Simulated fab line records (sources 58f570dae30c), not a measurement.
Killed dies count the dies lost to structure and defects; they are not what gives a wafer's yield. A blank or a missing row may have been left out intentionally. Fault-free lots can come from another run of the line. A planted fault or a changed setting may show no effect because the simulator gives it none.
The same fault as seen by 2 desks	flow berkeley cmos170	numbers are kept per desk, each desk with only its own; the story behind them comes last

FROM THE METROLOGY DESK
What the gauges read, lot by lot, whatever tool the lot ran on: means of the sampled wafers that have a number. Marked OUT: a lot whose mean sits more than 4 standard deviations from the usual mean, which makes it out of limits; the brackets give that distance.
Columns: A = M2_AL_THK at UCB170_M2_THK_MEAS_03, usual 890 nm; B = cd nm at UCB170_M3_CD_MEAS_15, usual 700.0 nm
lot	first seen here	A	B
L439	day 9 05:58	895	698.7
L441	day 9 06:05	893	700.1
L440	day 9 06:13	891	700.5
L442	day 10 00:07	886	700.8
L445	day 10 01:47	879	696.9
L443	day 10 02:32	885	702.0
L446	day 10 12:18	882	700.1
L447	day 11 00:03	877	700.0
L449	day 11 02:01	902	701.2
L448	day 11 03:06	907	702.6
L450	day 11 15:38	890	698.5
L451	day 11 15:46	900	699.8
L456	day 13 00:25	895	702.0
L457	day 13 05:24	871	699.5
This desk's verdict: no lot among the 14 shows anything out of limits.

TOOL OWNER'S DESK, plasma asher-01
The tool's own readings at UCB170_ZERO_STRIP_07 (strips in O2): means of the sampled wafers that have a number, for each lot that ran on this tool. Marked OUT: a lot whose mean sits more than 4 standard deviations from the usual mean, which makes it out of limits; the brackets give that distance.
Columns: A = drypump motor current A at UCB170_ZERO_STRIP_07, usual 5.6 A; B = o2 flow sccm at UCB170_ZERO_STRIP_07, usual 400.0 sccm; C = oes product au at UCB170_ZERO_STRIP_07, usual 0.728 a.u.; D = strip time to endpoint s at UCB170_ZERO_STRIP_07, usual 21.49 s
lot	first seen here	A	B	C	D
L445	day 3 05:50	5.6	400.9	0.731	21.53
L449	day 4 01:30	5.6	398.8	0.730	21.52
L450	day 4 10:30	5.5	400.5	0.728	21.39
L451	day 4 15:41	5.5	399.5	0.729	21.51
L456	day 5 15:46	5.6	399.4	0.730	21.48
This desk's verdict: no lot among the 5 shows anything out of limits.

PUT TOGETHER
From the metrology desk's view, nothing was out of limits.
Nothing out of limits was seen by the tool owner's desk.

WHAT HAD BEEN PUT IN BY THE SIMULATOR
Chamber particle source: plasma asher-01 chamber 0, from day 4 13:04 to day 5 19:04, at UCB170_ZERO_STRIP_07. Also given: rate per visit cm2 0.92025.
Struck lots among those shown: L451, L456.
